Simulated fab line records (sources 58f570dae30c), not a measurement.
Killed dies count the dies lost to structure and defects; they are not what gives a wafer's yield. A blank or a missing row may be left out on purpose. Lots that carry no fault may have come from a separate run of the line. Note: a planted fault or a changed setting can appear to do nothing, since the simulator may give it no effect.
Check of tool commonality -- flow berkeleyCmos170 -- Lots sampled 14, wafers sampled 48

== THE REASON FOR OPENING IT ==
On 2 of the 14 lots, a flag is raised at UCB170_ACTIVE_CD_MEAS_13 on the reading cdNm. Wafers without a fault read 1199.5 nm, standard deviation 1.5.
Rule: a lot is flagged when every wafer of it that has a number lies more than 4 standard deviations from that mean, or none has a number. The rest of the lots are taken to be sound.

lot,measured,on,"cdNm (nm), wafer by wafer",flag
L289,day 4 13:42,cdSem-02,1200.4 1198.5 1199.4,
L290,day 4 23:19,cdSem-01,1200.5 1200.7 1199.9,
L291,day 5 11:26,cdSem-02,1200.6 1199.9 1200.0,
L293,day 5 12:04,cdSem-02,1201.1 1200.2 1201.9,
L294,day 5 18:34,cdSem-02,1199.2 1201.2 1200.7,
L296,day 6 04:50,cdSem-01,1197.6 1198.9 1198.3,
L295,day 6 05:08,cdSem-02,1197.2 1198.1 1197.0,
L298,day 7 03:10,cdSem-01,1201.4 1199.0 1198.7,
L299,day 7 03:28,cdSem-02,1197.1 1197.7 1197.3,
L300,day 7 14:56,cdSem-01,1201.6 1199.4 1199.5,
L301,day 7 23:58,cdSem-02,1199.6 1200.4 1199.1,
L306,day 9 07:34,cdSem-02,1199.9 1200.5 1200.3,
L310,day 10 08:49,cdSem-02,1168.8 1168.3 1169.2 1168.3 1168.2 1169.5,FLAGGED
L311,day 11 01:16,cdSem-01,1175.2 1175.7 1176.3 1175.1 1175.9 1176.5,FLAGGED
On average the flagged lots' numbers are 1172.2 nm, which is -27.2 nm against the usual, or -18 standard deviations.

== EACH LOT AND THE TOOL IT RAN ON ==
The record holds 1 process step before the reading, out of a route of 331 steps. Every cell lists first the tool, next ch and the chambers used by the sampled wafers, and last the start.
lot,flag,UCB170_ACTIVE_COAT_08
L289,,"lithoTrack-02 ch 0, day 4 12:52"
L290,,"lithoTrack-02 ch 0, day 4 22:37"
L291,,"lithoTrack-02 ch 0, day 5 10:35"
L293,,"lithoTrack-04 ch 0, day 5 10:47"
L294,,"lithoTrack-02 ch 0, day 5 17:40"
L296,,"lithoTrack-04 ch 0, day 6 04:08"
L295,,"lithoTrack-02 ch 0, day 6 04:20"
L298,,"lithoTrack-01 ch 0, day 7 02:22"
L299,,"lithoTrack-04 ch 0, day 7 02:26"
L300,,"lithoTrack-02 ch 0, day 7 14:11"
L301,,"lithoTrack-01 ch 0, day 7 23:16"
L306,,"lithoTrack-02 ch 0, day 9 06:53"
L310,FLAGGED,"lithoTrack-02 ch 0, day 10 07:28"
L311,FLAGGED,"lithoTrack-02 ch 0, day 11 00:13"
These steps, and what they do:
- UCB170_ACTIVE_COAT_08: resist thk 900 nm.
- UCB170_ACTIVE_CD_MEAS_13: target cd 1200 nm.

== FLAGGED AGAINST TOTAL, ONE TOOL AT A TIME (gauges that did the reading follow at the end) ==
step,tool,lots run,flagged,share of the flagged lots,sound lots run after its first flagged lot
UCB170_ACTIVE_COAT_08,lithoTrack-01,2,0,none,-
UCB170_ACTIVE_COAT_08,lithoTrack-02,9,2,all,0
UCB170_ACTIVE_COAT_08,lithoTrack-04,3,0,none,-
UCB170_ACTIVE_CD_MEAS_13,cdSem-01,5,1,some,0
UCB170_ACTIVE_CD_MEAS_13,cdSem-02,9,1,some,0

== WHAT IS ALLOWED BY THE TABLE ==
1 row of the table ran every flagged lot: lithoTrack-02 at UCB170_ACTIVE_COAT_08.
- lithoTrack-02 at UCB170_ACTIVE_COAT_08: 2 of its 9 lots flagged. Its last sound lot is L306 (day 9 06:53), its first flagged lot L310 (day 10 07:28): a fault that began between those two fits.
What remains is a single tool, lithoTrack-02 at UCB170_ACTIVE_COAT_08.

== WHAT HAD BEEN PUT IN BY THE SIMULATOR ==
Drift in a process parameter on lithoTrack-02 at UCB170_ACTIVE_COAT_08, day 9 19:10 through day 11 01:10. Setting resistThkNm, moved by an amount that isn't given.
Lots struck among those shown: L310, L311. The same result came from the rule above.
